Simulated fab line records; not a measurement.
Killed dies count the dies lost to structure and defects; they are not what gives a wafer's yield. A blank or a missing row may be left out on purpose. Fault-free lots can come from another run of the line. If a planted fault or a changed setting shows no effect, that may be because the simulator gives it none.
Which tool is to blame? | flow rit-cmos | 14 lots with 42 wafers sampled at 3 steps, on a route of 202 steps

WHAT THE GAUGES READ, wafer by wafer
RIT_PWELL_TW_MEAS_10. Usual: for PWELL_TW the level is 959 and the standard deviation is 7.9.
lot  | measured    | on            | PWELL_TW       | flag
L185 | day 2 00:09 | film-metro-01 | 961 964 963    |
L186 | day 2 05:37 | film-metro-04 | 960 965 963    |
L187 | day 2 09:49 | film-metro-04 | 960 959 965    |
L188 | day 2 18:41 | film-metro-04 | 967 967 965    |
L189 | day 2 22:02 | film-metro-01 | 965 967 961    |
L190 | day 3 02:52 | film-metro-03 | 942 943 944    |
L191 | day 3 13:13 | film-metro-01 | 952 956 948    |
L192 | day 3 17:26 | film-metro-03 | 937 935 940    |
L199 | day 5 02:39 | film-metro-04 | 2028 2028 2026 | OFF
L200 | day 5 05:29 | film-metro-04 | 968 970 968    |
L201 | day 5 08:19 | film-metro-01 | 2013 2020 2006 | OFF
L203 | day 5 19:44 | film-metro-03 | 942 941 948    |
L207 | day 6 13:55 | film-metro-04 | 962 957 967    |
L208 | day 6 18:20 | film-metro-04 | 967 965 962    |

RIT_WELLDRIVE_RS_MEAS_02: uses a four-point probe to measure. Usual: for PWELL_RS the level is 428.9 ohm/sq and the standard deviation is 1.2.
lot  | measured    | on            | PWELL_RS (ohm/sq) | flag
L185 | day 2 06:29 | film-metro-04 | 427.2 430.0 429.1 |
L186 | day 2 11:31 | film-metro-01 | 429.0 430.1 430.6 |
L187 | day 2 16:36 | film-metro-04 | 428.7 428.3 429.8 |
L188 | day 3 00:49 | film-metro-03 | 428.9 428.8 428.0 |
L189 | day 3 06:50 | film-metro-01 | 428.9 427.9 429.4 |
L190 | day 3 11:55 | film-metro-04 | 427.0 428.6 428.9 |
L191 | day 3 18:40 | film-metro-03 | 429.2 429.2 429.3 |
L192 | day 3 23:44 | film-metro-03 | 429.7 429.0 427.4 |
L199 | day 5 07:55 | film-metro-04 | 98.3 98.3 98.2    | OFF
L200 | day 5 11:57 | film-metro-01 | 432.1 430.4 429.7 |
L201 | day 5 13:35 | film-metro-04 | 98.2 98.2 98.1    | OFF
L203 | day 6 01:01 | film-metro-03 | 428.4 428.1 427.7 |
L207 | day 6 20:20 | film-metro-01 | 428.8 429.8 430.6 |
L208 | day 6 23:36 | film-metro-03 | 427.9 427.3 428.6 |

TOOL THAT RAN EACH LOT (tool first, then ch and the chambers of the sampled wafers, then the start)
lot  | RIT_PWELL_IMPLANT_08
L185 | implanter-01 ch 0, day 1 23:50
L186 | implanter-04 ch 0, day 2 05:18
L187 | implanter-03 ch 0, day 2 09:29
L188 | implanter-01 ch 0, day 2 18:23
L189 | implanter-04 ch 0, day 2 21:42
L190 | implanter-01 ch 0, day 3 02:33
L191 | implanter-04 ch 0, day 3 12:53
L192 | implanter-03 ch 0, day 3 17:07
L199 | implanter-03 ch 0, day 5 02:19
L200 | implanter-04 ch 0, day 5 05:10
L201 | implanter-03 ch 0, day 5 08:01
L203 | implanter-01 ch 0, day 5 19:26
L207 | implanter-04 ch 0, day 6 13:35
L208 | implanter-01 ch 0, day 6 18:01
- RIT_PWELL_IMPLANT_08

WHAT THE TOOLS THEMSELVES READ (means of the sampled wafers that have a number; where no wafer has one, the mark that the record gives instead)
RIT_PWELL_IMPLANT_08. Usual: beam-on-s 10.00 s, standard deviation 0.2; dose-ions-cm2 6.998e+13, standard deviation 7.8e+10; end-station-pressure-torr 5.14e-06 Torr, standard deviation 2.8e-07; faraday-current-uA 222, standard deviation 4.5.
lot  | tool         | beam-on-s (s) | dose-ions-cm2 | end-station-pressure-torr (Torr) | faraday-current-uA | flag
L185 | implanter-01 | 9.93          | 6.999e+13     | 5.13e-06                         | 224                |
L186 | implanter-04 | 9.93          | 7.002e+13     | 5.09e-06                         | 223                |
L187 | implanter-03 | 9.79          | 6.989e+13     | 5.10e-06                         | 226                |
L188 | implanter-01 | 9.99          | 7.005e+13     | 4.79e-06                         | 222                |
L189 | implanter-04 | 10.07         | 6.993e+13     | 4.99e-06                         | 220                |
L190 | implanter-01 | 10.15         | 6.998e+13     | 5.07e-06                         | 219                |
L191 | implanter-04 | 10.06         | 6.993e+13     | 5.18e-06                         | 221                |
L192 | implanter-03 | 10.13         | 6.986e+13     | 5.03e-06                         | 219                |
L199 | implanter-03 | 15.55         | 6.999e+14     | 5.94e-06                         | 1430               | OFF
L200 | implanter-04 | 10.05         | 7.008e+13     | 5.21e-06                         | 221                |
L201 | implanter-03 | 15.19         | 7.000e+14     | 6.19e-06                         | 1459               | OFF
L203 | implanter-01 | 9.92          | 6.996e+13     | 5.10e-06                         | 224                |
L207 | implanter-04 | 9.71          | 6.990e+13     | 5.50e-06                         | 229                |
L208 | implanter-01 | 9.94          | 7.001e+13     | 4.89e-06                         | 224                |

THE ANSWER, worked out from the rows above alone
Rule: a lot is off if the mean of its wafers that have a number lies more than 3 standard deviations from the usual mean. Also off: a lot with no number at a reading for which 4 or more lots have one. The other lots that the step has rows for count as sound. First the gauges in route order, then the tools' own readings, where a lot's mean is used as printed above. At the first step where some lot is off, the reading lying furthest off is the one used; lots without a number count as furthest.
Off: L199, L201, at RIT_PWELL_TW_MEAS_10 (PWELL_TW).
A tool fits if, at a process step before that reading, it ran every lot that is off, and no sound lot after the first of them. Not tried: the gauges at RIT_PWELL_TW_MEAS_10; whatever is off there is also off at RIT_PWELL_IMPLANT_08, on other tools, and gauge error can't account for it. One fits: RIT_PWELL_IMPLANT_08 on implanter-03. Its last sound lot is L192 (day 3 17:07), its first lot that is off L199 (day 5 02:19): a fault that began between those two fits.
The tool's own readings at RIT_PWELL_IMPLANT_08 bear it out: on the lots that are off they differ by more than 5 times the standard deviation of the sound lots' means. beam-on-s reads 15.37 s there against 9.97 s on the sound lots; dose-ions-cm2 reads 7.000e+14 there against 6.997e+13 on the sound lots; end-station-pressure-torr reads 6.07e-06 Torr there against 5.09e-06 Torr on the sound lots; faraday-current-uA reads 1444 there against 223 on the sound lots.

WHAT WAS PUT IN BY THE SIMULATOR
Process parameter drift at RIT_PWELL_IMPLANT_08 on implanter-03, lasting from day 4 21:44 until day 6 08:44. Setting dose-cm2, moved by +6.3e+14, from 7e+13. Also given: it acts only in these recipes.
Struck lots among those shown: L199, L201. The rule above found the same.
